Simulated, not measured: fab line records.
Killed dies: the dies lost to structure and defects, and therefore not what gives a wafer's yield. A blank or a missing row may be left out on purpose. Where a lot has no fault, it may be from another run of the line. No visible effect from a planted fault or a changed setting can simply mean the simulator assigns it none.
Comparing a struck lot with a sound one    flow ritCmos    14 out of 202 route steps
Sound: these wafers, L846.2, L846.5, L846.6. Struck: wafer L860.6 (L860.3, L860.5, from the same lot, were not struck and are left out); the cause is given at the end.
Each step with rows lists, per side, the tool, then ch with its chambers, then its first start. Under that, the readings that differ: sound wafers    struck wafers    difference of the means    sigmas: that difference in standard deviations of wafers without a fault.
alike: words and numbers the same on both sides, and readings whose means are apart by under 2 such deviations; not compared: readings that were withheld, readings missing a value for some wafer, numbers with overlapping values and no deviation given by the record, and bounds like >300 which may hide the same value.
Wherever a step has rows on one side only, a row that says differs or no value, or a row with sigmas, the two part there. Numbers that don't overlap but have no deviation are shown without sigmas and don't part them. A reading missing from all wafers of one side parts the sides only when that side holds two or more wafers.

RIT_GATE_THK_MEAS_07:
  sound on filmMetro-02 at day 3 13:22; struck on filmMetro-01 at day 6 09:40
  alike: GATE_OXIDE_THK
then, 1 step without rows for these wafers: RIT_GATE_CVD_08 (deposits poly-Si from SiH4, target thk 250 nm, time 2220 s).
RIT_GATE_THK_MEAS_09:
  sound on filmMetro-01 at day 3 15:51; struck on filmMetro-02 at day 6 11:20
  alike: GATE_POLY_THK
then, 2 steps without rows for these wafers: RIT_GATE_HMDS_10 (prime time 60 s); RIT_GATE_COAT_11 (resist thk 850 nm).
RIT_GATE_SOFTBAKE_12: time 61.23 s.
  sound on lithoTrack-03 ch 0, day 3 16:14; struck on lithoTrack-04 ch 0, day 6 11:43
reading                  sound                 struck  difference  sigmas
plateSensorTCentreC (C)  90.985 90.977 90.974  90.947  -0.032      -3
  alike: plateSensorTEdgeC
then, 3 steps without rows for these wafers: RIT_GATE_EXPOSE_13 (exposes mask M6, target cd 150 nm); RIT_GATE_PEB_14; RIT_GATE_DEVELOP_15 (develop time 50 s).
RIT_GATE_CD_MEAS_16: target cd 150 nm.
  sound on cdSem-01 at day 3 16:46; struck on cdSem-01 at day 6 12:16
  alike: cdNm
RIT_GATE_OVL_MEAS_17:
  sound on overlay-01 at day 3 16:53; struck on overlay-02 at day 6 12:22
  alike: GATE_OVL
then, 1 step without rows for these wafers: RIT_GATE_HARDBAKE_18 (time 60 s).
RIT_GATE_ETCH_19: etches poly-Si in SF6/CHF3/O2, stops on SiO2, time 165 s, target depth 312.5 nm.
  sound on rieSi-02 ch 1,2, day 3 17:04; struck on rieSi-02 ch 3, day 6 12:32
reading                                   sound              struck  difference  sigmas
oesProductAu (a.u.)                       0.842 0.835 0.840  1.007   +0.168      +13
runLengthS (s)                            192.7 192.9 193.4  152.5   -40.5       -92
model.NOVOLAK_of_GATE_COAT_11.thkNm (nm)  668.9 668.7 666.1  694.6   +26.7       
model.GATE.featureDepthNm (nm)            249.7 250.8 249.3  235.7   -14.2       
model.etch.depthNm (nm)                   249.7 250.8 249.3  235.7   -14.2       
  alike: drypumpMotorCurrentA, throttleValvePct
  not compared: rfFwdPowerW, rfHoursCounterH
RIT_GATE_STRIP_20: strips in O2, time 180 s.
  sound on plasmaAsher-04 ch 0,1, day 3 17:10; struck on plasmaAsher-01 ch 1, day 6 12:42
  alike: drypumpMotorCurrentA
  not compared: rfHoursCounterH

== WHERE THEY PART ==
First at RIT_GATE_SOFTBAKE_12; last, within this record, at RIT_GATE_ETCH_19. Later steps at which nothing parts them and some readings are alike: RIT_GATE_STRIP_20.

WHY: what the simulator had put in
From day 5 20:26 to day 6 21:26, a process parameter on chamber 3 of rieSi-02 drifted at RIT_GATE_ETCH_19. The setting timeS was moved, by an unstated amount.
